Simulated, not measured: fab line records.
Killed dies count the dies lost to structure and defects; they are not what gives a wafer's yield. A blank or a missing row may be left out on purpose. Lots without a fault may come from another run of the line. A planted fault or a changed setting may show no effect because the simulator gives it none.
Struck lot and sound lot, side by side || flow berkeley-cmos170 || 32 out of 331 route steps
Sound: wafers L722.1, L722.3, L722.6. Struck: wafer L723.2 (L723.3, L723.5, from the same lot, were not struck and are left out); the cause is given at the end.
For every step that has rows: the tool of each side, followed by ch and its chambers, followed by its first start. Under that, the readings that differ: sound wafers || struck wafers || difference of the means || sigmas: that difference in standard deviations of wafers without a fault.
alike: a reading whose means differ by less than 2 such deviations, as well as words and numbers matching on both sides. not compared: withheld readings; readings where some wafer has no value; bounds like >300 that might hide an equal value; numbers whose values overlap and for which the record gives no deviation.
A row with sigmas, a row that says differs or no value, or rows on one side alone: a step with any of these is where the two part. Numbers that have no deviation but don't overlap get no sigmas and don't part them. A reading missing from all wafers of one side parts the sides only when that side holds two or more wafers.

first, 6 steps without rows for these wafers: UCB170_V1_HMDS_06 (prime time 60 s); UCB170_V1_COAT_07 (resist thk 900 nm); UCB170_V1_SOFTBAKE_08 (time 60 s); UCB170_V1_EXPOSE_09 (exposes mask VIA1, target cd 700 nm); UCB170_V1_PEB_10; UCB170_V1_DEVELOP_11 (develop time 45 s).
UCB170_V1_CD_MEAS_12 targets a cd of 700 nm.
  sound on cd-sem-01, day 10 01:48; struck on cd-sem-01, day 10 20:28
  alike: cd-nm
UCB170_V1_OVL_MEAS_13:
  sound on overlay-01, day 10 01:55; struck on overlay-01, day 10 20:35
  alike: V1_OVL
UCB170_V1_ETCH_14: etches SiO2 in CHF3/CF4/Ar, stops on Al, target depth 1250 nm, time 291 s.
  sound on rie-diel-02 ch 0,2,3, day 10 01:58; struck on rie-diel-03 ch 3, day 10 20:37
  alike: drypump-motor-current-A, oes-product-au, throttle-valve-pct
  not compared: rf-hours-counter-h
UCB170_V1_STRIP_15: strips in O2.
  sound on plasma-asher-01 ch 0, day 10 02:08; struck on plasma-asher-03 ch 0, day 10 20:47
  alike: drypump-motor-current-A, oes-product-au, strip-time-to-endpoint-s
  not compared: rf-hours-counter-h
UCB170_V1_CD_MEAS_90 targets a cd of 700 nm.
  sound on cd-sem-02, day 10 02:14; struck on cd-sem-01, day 10 20:55
  alike: cd-nm
then, 1 step without rows for these wafers: UCB170_M2_PRE_CLEAN_00 (preclean etch time 60 s).
UCB170_M2_SPUTTER_01: material Al, target thk 900 nm, time 120 s.
  sound on pvd-sputter-04, day 10 02:25; struck on pvd-sputter-04, day 10 21:04
{"reading": "cathode-dc-power-W (W)", "sound": "5999.1 5998.9 6001.3", "struck": 6704.4, "difference": "+704.6", "sigmas": "+99 or more"}
{"reading": "model.Al_of_M2_SPUTTER_01.thk-nm (nm)", "sound": "908.8 893.3 898.6", "struck": 1000, "difference": "+100", "sigmas": ""}
  alike: throttle-valve-pct
UCB170_M2_RS_MEAS_02: the measuring method here is four-point-probe.
  sound on film-metro-01, day 10 02:31; struck on film-metro-03, day 10 21:11
{"reading": "M2_AL_RS (ohm/sq)", "sound": "0.0319 0.0324 0.0322", "struck": 0.0289, "difference": -0.0033, "sigmas": -10}
UCB170_M2_THK_MEAS_03: measures by xrf.
  sound on film-metro-01, day 10 02:38; struck on film-metro-03, day 10 21:17
{"reading": "M2_AL_THK (nm)", "sound": "933 916 921", "struck": 1001, "difference": "+78", "sigmas": "+7"}
then, 3 steps without rows for these wafers: UCB170_M2_HMDS_04 (prime time 60 s); UCB170_M2_COAT_05 (resist thk 900 nm); UCB170_M2_SOFTBAKE_06 (time 60 s).
UCB170_M2_STRIP_07: strips in O2.
  sound on plasma-asher-02 ch 0,1, day 10 03:08; struck on plasma-asher-02 ch 1, day 10 21:47
  alike: drypump-motor-current-A, oes-product-au, strip-time-to-endpoint-s
  not compared: rf-hours-counter-h
then, 7 steps without rows for these wafers: UCB170_M2_STRIP_08 (strips KrF in DMSO, time 600 s); UCB170_M2_COAT_09; UCB170_M2_COAT_10 (resist thk 900 nm); UCB170_M2_SOFTBAKE_11 (time 60 s); UCB170_M2_EXPOSE_12 (exposes mask METAL2, target cd 700 nm); UCB170_M2_PEB_13; UCB170_M2_DEVELOP_14 (develop time 45 s).
UCB170_M2_CD_MEAS_15 targets a cd of 700 nm.
  sound on cd-sem-02, day 10 04:23; struck on cd-sem-02, day 10 23:39
  alike: cd-nm
UCB170_M2_OVL_MEAS_16:
  sound on overlay-01, day 10 04:30; struck on overlay-02, day 10 23:45
  alike: M2_OVL
UCB170_M2_ETCH_17: etches BARC in N2/H2.
  sound on rie-diel-01 ch 2,3, day 10 04:32; struck on rie-diel-01 ch 0, day 10 23:47
{"reading": "throttle-valve-pct (%)", "sound": "13.27 13.13 13.15", "struck": 13.63, "difference": "+0.45", "sigmas": "+3"}
  alike: drypump-motor-current-A, h2-flow-sccm, oes-product-au
UCB170_M2_METAL_ETCH_18: etches Al in Cl2/BCl3, stops on SiO2, target depth 1170 nm, time 195 s.
  sound on rie-metal-02 ch 0,1, day 10 04:35; struck on rie-metal-02 ch 1, day 10 23:50
{"reading": "oes-product-au (a.u.)", "sound": "0.884 0.879 0.854", "struck": 0.931, "difference": "+0.059", "sigmas": "+3"}
  alike: drypump-motor-current-A, throttle-valve-pct
  not compared: rf-hours-counter-h
UCB170_M2_STRIP_19: strips in O2.
  sound on plasma-asher-02 ch 0,1, day 10 04:46; struck on plasma-asher-02 ch 1, day 11 00:01
  alike: drypump-motor-current-A, oes-product-au
  not compared: rf-hours-counter-h
UCB170_M3_PROBE_99:
  rows exist in the record for the struck wafers here (prober-02, day 11 05:26), but not for the sound ones

## WHERE THEY PART
At UCB170_M2_SPUTTER_01 first; at UCB170_M3_PROBE_99 last (within this record only).

WHY: what had been put in by the simulator
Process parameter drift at UCB170_M2_SPUTTER_01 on pvd-sputter-04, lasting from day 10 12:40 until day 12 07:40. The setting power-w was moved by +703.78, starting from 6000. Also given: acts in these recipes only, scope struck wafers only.
